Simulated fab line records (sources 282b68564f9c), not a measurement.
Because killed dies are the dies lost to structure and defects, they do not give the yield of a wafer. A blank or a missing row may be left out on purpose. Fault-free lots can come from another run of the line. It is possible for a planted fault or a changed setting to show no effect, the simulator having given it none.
A lot that was struck, set against a sound lot :: flow rit-cmos :: 27 steps out of a route of 202
Sound: wafers L252.1, L252.2, L252.5. Struck: wafer L257.4 (left out: L257.5, L257.6 of the same lot, which were not struck); the cause appears at the end.
Each step with rows lists, per side, the tool, then ch with its chambers, then its first start. Under that, the readings that differ: sound wafers :: struck wafers :: difference of the means :: sigmas: that difference in standard deviations of wafers without a fault.
alike: a reading whose means differ by less than 2 such deviations, as well as words and numbers matching on both sides. not compared: withheld readings; readings where some wafer has no value; bounds like >300 that might hide an equal value; numbers whose values overlap and for which the record gives no deviation.
A row with sigmas, a row that says differs or no value, or rows on one side alone: a step with any of these is where the two part. Non-overlapping numbers with no deviation appear without sigmas and do not part them. A reading that every wafer of one side lacks parts them only if that side has two wafers or more.

first, 4 steps without rows for these wafers: RIT_CONTACT_SOFTBAKE_04 (time 60 s); RIT_CONTACT_EXPOSE_05 (exposes mask M11, target cd 1000 nm); RIT_CONTACT_PEB_06; RIT_CONTACT_DEVELOP_07 (develop time 120 s).
RIT_CONTACT_CD_MEAS_08: the cd target is 1000 nm.
  sound: cd-sem-01 at day 3 06:44; struck: cd-sem-01 at day 4 06:44
  alike: cd-nm
RIT_CONTACT_OVL_MEAS_09:
  sound: overlay-01 at day 3 06:51; struck: overlay-02 at day 4 06:49
  alike: CONTACT_OVL
then, 1 step without rows for these wafers: RIT_CONTACT_HARDBAKE_10 (time 60 s).
RIT_CONTACT_ETCH_11: etches SiO2 in CHF3/CF4/Ar, stops on TiSi2, target depth 480 nm, time 320 s.
  sound on rie-diel-01 ch 0,1, day 3 07:02; struck on rie-diel-03 ch 3, day 4 06:59
  alike: cf4-flow-sccm, drypump-motor-current-A, oes-product-au, throttle-valve-pct
  not compared: rf-hours-counter-h
RIT_CONTACT_STRIP_12: strips in O2, time 180 s.
  sound on plasma-asher-01 ch 0,1, day 3 07:14; struck on plasma-asher-01 ch 1, day 4 07:14
  alike: drypump-motor-current-A
  not compared: rf-hours-counter-h
RIT_CONTACT_CD_MEAS_90: the cd target is 1000 nm.
  sound: cd-sem-01 at day 3 07:25; struck: cd-sem-02 at day 4 07:25
  alike: cd-nm
then, 2 steps without rows for these wafers: RIT_CONTACT_CLEAN_13 (cleans in SC1, time 600 s); RIT_CONTACT_CLEAN_14 (cleans in SC2, time 600 s).
RIT_M1_SPUTTER_00: material Al, target thk 400 nm, time 500 s.
  sound: pvd-sputter-03 at day 3 07:53; struck: pvd-sputter-04 at day 4 07:50
reading: cathode-dc-power-W (W)
sound: 1999.7 1999.5 1999.9
struck: 2000.4
difference: +0.7
sigmas: +2

reading: substrate-temp-c (C)
sound: 24.86 24.96 25.07
struck: 25.17
difference: +0.21
sigmas: +2
  alike: throttle-valve-pct
RIT_M1_RS_MEAS_01: measurement is done with a four-point probe.
  sound: film-metro-03 at day 3 08:10; struck: film-metro-03 at day 4 08:11
reading: M1_AL_RS (ohm/sq)
sound: 0.0721 0.0734 0.0733
struck: 0.0970
difference: +0.0241
sigmas: +26
RIT_M1_THK_MEAS_02: measures by xrf.
  sound: film-metro-03 at day 3 08:17; struck: film-metro-03 at day 4 08:17
reading: M1_AL_THK (nm)
sound: 410 401 403
struck: 328
difference: -77
sigmas: -15
then, 6 steps without rows for these wafers: RIT_M1_HMDS_03 (prime time 60 s); RIT_M1_COAT_04 (resist thk 1300 nm); RIT_M1_SOFTBAKE_05 (time 60 s); RIT_M1_EXPOSE_06 (exposes mask M12, target cd 2600 nm); RIT_M1_PEB_07; RIT_M1_DEVELOP_08 (develop time 64.68 s).
RIT_M1_CD_MEAS_09: the cd target is 2600 nm.
  sound: cd-sem-01 at day 3 09:14; struck: cd-sem-01 at day 4 09:36
  alike: cd-nm
RIT_M1_OVL_MEAS_10:
  sound: overlay-02 at day 3 09:21; struck: overlay-02 at day 4 09:41
  alike: M1_OVL
then, 1 step without rows for these wafers: RIT_M1_HARDBAKE_11 (time 120 s).
RIT_M1_METAL_ETCH_12: etches Al in Cl2/BCl3, stops on SiO2, time 165 s, target depth 600 nm.
  sound on rie-metal-01 ch 0,1, day 3 09:38; struck on rie-metal-04 ch 0, day 4 10:01
reading: oes-product-au (a.u.)
sound: 0.771 0.767 0.760
struck: 0.699
difference: -0.067
sigmas: -6
  alike: drypump-motor-current-A, throttle-valve-pct
  not compared: rf-hours-counter-h
then, 1 step without rows for these wafers: RIT_M1_STRIP_13 (strips in nmp, time 600 s).
RIT_M1_PROBE_99:
  sound: prober-02 at day 3 11:58; struck: prober-01 at day 4 12:21
  alike: defect-limited-yield, killed-at-contacts, killed-at-front-end, killed-dies, killed-open, killed-short, sort_bin_3_pad_short, sort_bin_5_function, sort_bin_6_memory, sort-n-pass, sort-yield-pct

WHERE THEY PART
Earliest at RIT_M1_SPUTTER_00; latest, in this record, at RIT_M1_METAL_ETCH_12. Later steps at which nothing parts them and some readings are alike: RIT_M1_PROBE_99.

WHY: what the simulator had put in
Site profile drift: pvd-sputter-04, from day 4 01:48 on, at RIT_M1_SPUTTER_00. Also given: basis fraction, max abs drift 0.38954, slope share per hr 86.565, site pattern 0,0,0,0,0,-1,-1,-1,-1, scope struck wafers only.
